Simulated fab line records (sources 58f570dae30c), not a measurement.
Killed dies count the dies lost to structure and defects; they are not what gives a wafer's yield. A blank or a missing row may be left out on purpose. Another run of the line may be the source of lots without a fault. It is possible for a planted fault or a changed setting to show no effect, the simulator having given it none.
The tool behind it: which one? | flow berkeley-cmos170 | 42 wafers sampled from 14 lots at 1 step of a route of 331

== WHAT THE GAUGES READ, wafer by wafer ==
UCB170_PWELL_OVL_MEAS_13.
lot  | measured    | on         | PWELL_OVL (nm)
L619 | day 3 07:41 | overlay-01 | -12 -11 -5
L622 | day 4 12:48 | overlay-02 | 5 4 2
L626 | day 5 11:03 | overlay-01 | 2 -2 -5
L628 | day 5 14:59 | overlay-01 | 11 13 14
L627 | day 5 15:34 | overlay-01 | 4 7 2
L633 | day 5 22:19 | overlay-01 | 2 2 4
L632 | day 6 05:56 | overlay-01 | 9 3 8
L634 | day 6 09:50 | overlay-01 | 0 5 2
L637 | day 6 22:48 | overlay-02 | -2 0 -7
L636 | day 6 22:49 | overlay-01 | 5 9 3
L638 | day 7 06:35 | overlay-02 | 9 3 12
L639 | day 7 13:36 | overlay-01 | 2 1 0
L640 | day 7 19:07 | overlay-01 | 17 11 9
L642 | day 8 03:58 | overlay-02 | 11 4 12

== WHAT TOOL EACH LOT RAN ON (gives the tool, then ch and the chambers of the sampled wafers, and finally the start) ==
No process step before these readings appears in the record.

== AS READ BY THE TOOLS THEMSELVES (means over the sampled wafers that have a number; for cases with no such wafer, the mark the record gives instead) ==
The record holds no such reading with a usual standard deviation.

== THE ANSWER, worked out from the rows above alone ==
Rule: what is usual is taken from the lots themselves. Put in order of their means at a reading, lots are off if they are a third of the lots or fewer, leave a main group of 4 or more, and stand apart from it by a gap of 3 or more times the standard deviation of the main group's means; of several such gaps the widest counts. A main group is skipped when, at the precision printed for the reading in the tables above, its means are all equal. A lot without any number at a reading at which 4 lots or more have one is off too. The other lots that the step has rows for count as sound. Order of review: gauges by route order, followed by the tools' own readings, for which a lot's mean as printed above is used. The first step at which some lot is off is used, and at that step the reading that is off furthest; a lot without a number counts as furthest.
No lot is off at any reading shown: from this, nothing can be told.

== WHAT HAD BEEN PUT IN BY THE SIMULATOR ==
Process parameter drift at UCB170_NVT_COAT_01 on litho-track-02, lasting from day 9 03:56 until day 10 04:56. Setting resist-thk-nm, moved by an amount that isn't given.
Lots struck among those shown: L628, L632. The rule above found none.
